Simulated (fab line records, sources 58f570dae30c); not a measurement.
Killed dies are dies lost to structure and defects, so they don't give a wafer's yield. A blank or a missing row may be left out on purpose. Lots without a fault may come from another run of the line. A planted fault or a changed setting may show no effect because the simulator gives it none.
Chamber matching | flow berkeley_cmos170 | UCB170_GATE_ETCH_15 on rie_si-02: 4 sister chambers
The step etches poly-Si in HBr/Cl2, stops on SiO2, time 56.3 s, target depth 278.2 nm. 16 wafers are shown with their chamber, then 8 later ones without.

WAFERS WITH THEIR CHAMBER
wafer  | chamber | drypump_motor_current_A (A) | throttle_valve_pct (%) | he_backside_leak_sccm (sccm)
L566.1 | 0       | 5.1                         | 26.45                  | 2.8
L566.2 | 1       | 4.7                         | 26.44                  | 2.7
L566.5 | 1       | 4.7                         | 26.41                  | 2.8
L568.2 | 0       | 5.1                         | 26.45                  | 2.4
L568.4 | 1       | 4.7                         | 26.43                  | 2.5
L568.6 | 2       | 5.1                         | 26.85                  | 3.4
L573.1 | 3       | 5.6                         | 26.41                  | 2.5
L573.4 | 2       | 5.0                         | 26.85                  | 3.5
L573.5 | 0       | 5.1                         | 26.46                  | 2.7
L574.3 | 2       | 5.0                         | 26.87                  | 3.6
L574.4 | 1       | 4.7                         | 26.28                  | 2.4
L574.5 | 3       | 5.6                         | 26.41                  | 2.4
L575.3 | 0       | 5.1                         | 26.44                  | 2.7
L575.4 | 1       | 4.7                         | 26.27                  | 2.5
L575.6 | 2       | 5.0                         | 26.86                  | 3.5
L577.2 | 0       | 5.1                         | 26.46                  | 2.6

SIGNATURES (means of the wafers above)
reading                 | chamber 0 | chamber 1 | chamber 2 | chamber 3 | scatter within a chamber
drypump_motor_current_A | 5.100     | 4.700     | 5.025     | 5.600     | 0.025
throttle_valve_pct      | 26.4520   | 26.3660   | 26.8575   | 26.4100   | 0.0489
he_backside_leak_sccm   | 2.640     | 2.580     | 3.500     | 2.450     | 0.137
Rule: a wafer's distance from a chamber is the root of the sum, over the readings, of the square of ((its reading less the chamber's mean) divided by the reading's scatter). The wafer belongs to the nearest chamber; if the next one is less than 2 further off, it can't be placed. The scatter: the root of (the sum of the squares of (reading less its chamber's mean) over the shown wafers, divided by (wafers less chambers)).

WAFERS WITHOUT THEIR CHAMBER
wafer  | drypump_motor_current_A (A) | throttle_valve_pct (%) | he_backside_leak_sccm (sccm)
L577.4 | 5.0                         | 26.87                  | 3.8
L577.5 | 5.1                         | 26.46                  | 2.5
L579.2 | 5.0                         | 26.87                  | 3.2
L579.3 | 5.1                         | 26.45                  | 2.5
L579.5 | 4.7                         | 26.28                  | 2.5
L582.1 | 5.1                         | 26.45                  | 2.5
L582.2 | 5.6                         | 26.43                  | 2.8
L582.4 | 5.1                         | 26.88                  | 3.4

WHICH CHAMBER EACH WENT THROUGH
wafer  | from the rows above | in truth
L577.4 | 2                   | 2
L577.5 | 0                   | 0
L579.2 | 2                   | 2
L579.3 | 0                   | 0
L579.5 | 1                   | 1
L582.1 | 0                   | 0
L582.2 | 3                   | 3
L582.4 | 2                   | 2
Placed correctly: 8 of 8. Can't be placed from these rows: 0. Placed wrongly: 0.
